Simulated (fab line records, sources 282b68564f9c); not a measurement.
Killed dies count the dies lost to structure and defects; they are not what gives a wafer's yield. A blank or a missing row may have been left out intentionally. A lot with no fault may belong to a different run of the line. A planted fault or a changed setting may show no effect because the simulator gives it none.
8D (eight disciplines) problem report, filled in by code ; flow ritCmos ; the parts of the form that need people (team, actions taken, sign-off) are left out

== 1. WHAT IS WRONG ==
At RIT_M1_STRIP_13, runLengthS averages 773 s over 6 wafers from 2 lots, while fault-free wafers read 627 s, standard deviation 3. Measured from the usual mean, that is +49 standard deviations.
The step: strips in nmp, time 600 s.
The first sign was on wafer L181.1 at day 6 14:35, on wetBench-02. Wafers with a number at this step in the record: 42, from 14 lots. Rule for "out", or "out of limits": more than 4 standard deviations from the usual mean. The rest of the wafers with a number are treated as sound.

== 2. WHAT IT IS; WHAT IT IS NOT ==
question;is;is not
which readings at this step;runLengthS;-
which lots;L181, L183;L166, L167, L170, L171, L173, L174, L176, L178, L179, L185, L188, L189
which wafers of those lots;all that have a number;-
read on which tools;wetBench-02;wetBench-03, wetBench-04
when;from day 6 14:35;"up to then (27 sound wafers); but 9 sound wafers of L185, L188, L189 came after"

== 3. SUSPECTS, AND WHAT RULES EACH OUT ==
Counting: any tool at a process step up to the reading is kept as a suspect provided that every lot that is out went through it and no sound lot did after the first of them.
- wetBench-02 at RIT_M1_STRIP_13 (strips in nmp, time 600 s): kept. It ran every lot that is out, first L181 (day 6 14:35), and no sound lot after that; its last sound lot up to then is L179 (day 6 01:38). Its own runLengthS readings are out on those wafers.
The count leaves wetBench-02 at RIT_M1_STRIP_13.

== 4. THE CAUSE (what the simulator had put in) ==
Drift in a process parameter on wetBench-02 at RIT_M1_STRIP_13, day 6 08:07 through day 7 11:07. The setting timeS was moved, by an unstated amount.
The count eliminated every tool but this one.

== 5. SEQUENCE OF EFFECTS, ordered by route ==
Each row: a reading whose mean over the struck wafers that have a number lies more than 3 standard deviations from the usual. Only readings whose record carries a usual standard deviation are examined. hours: median over the lots of the time between each lot's start at the first step of this table that gives one and its start at this step. sigmas: the change, counted in usual standard deviations.
hours;step;reading;usual;on struck wafers;change;sigmas
0;RIT_M1_STRIP_13;runLengthS;627 s;773;+146;+49
Its process steps:
- RIT_M1_STRIP_13: strips in nmp, time 600 s.

== 6. HOW IT WOULD HAVE BEEN CAUGHT EARLIER ==
6 hours passed between the start of the fault at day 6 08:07 and the first reading out of limits in this record, taken at day 6 14:35.
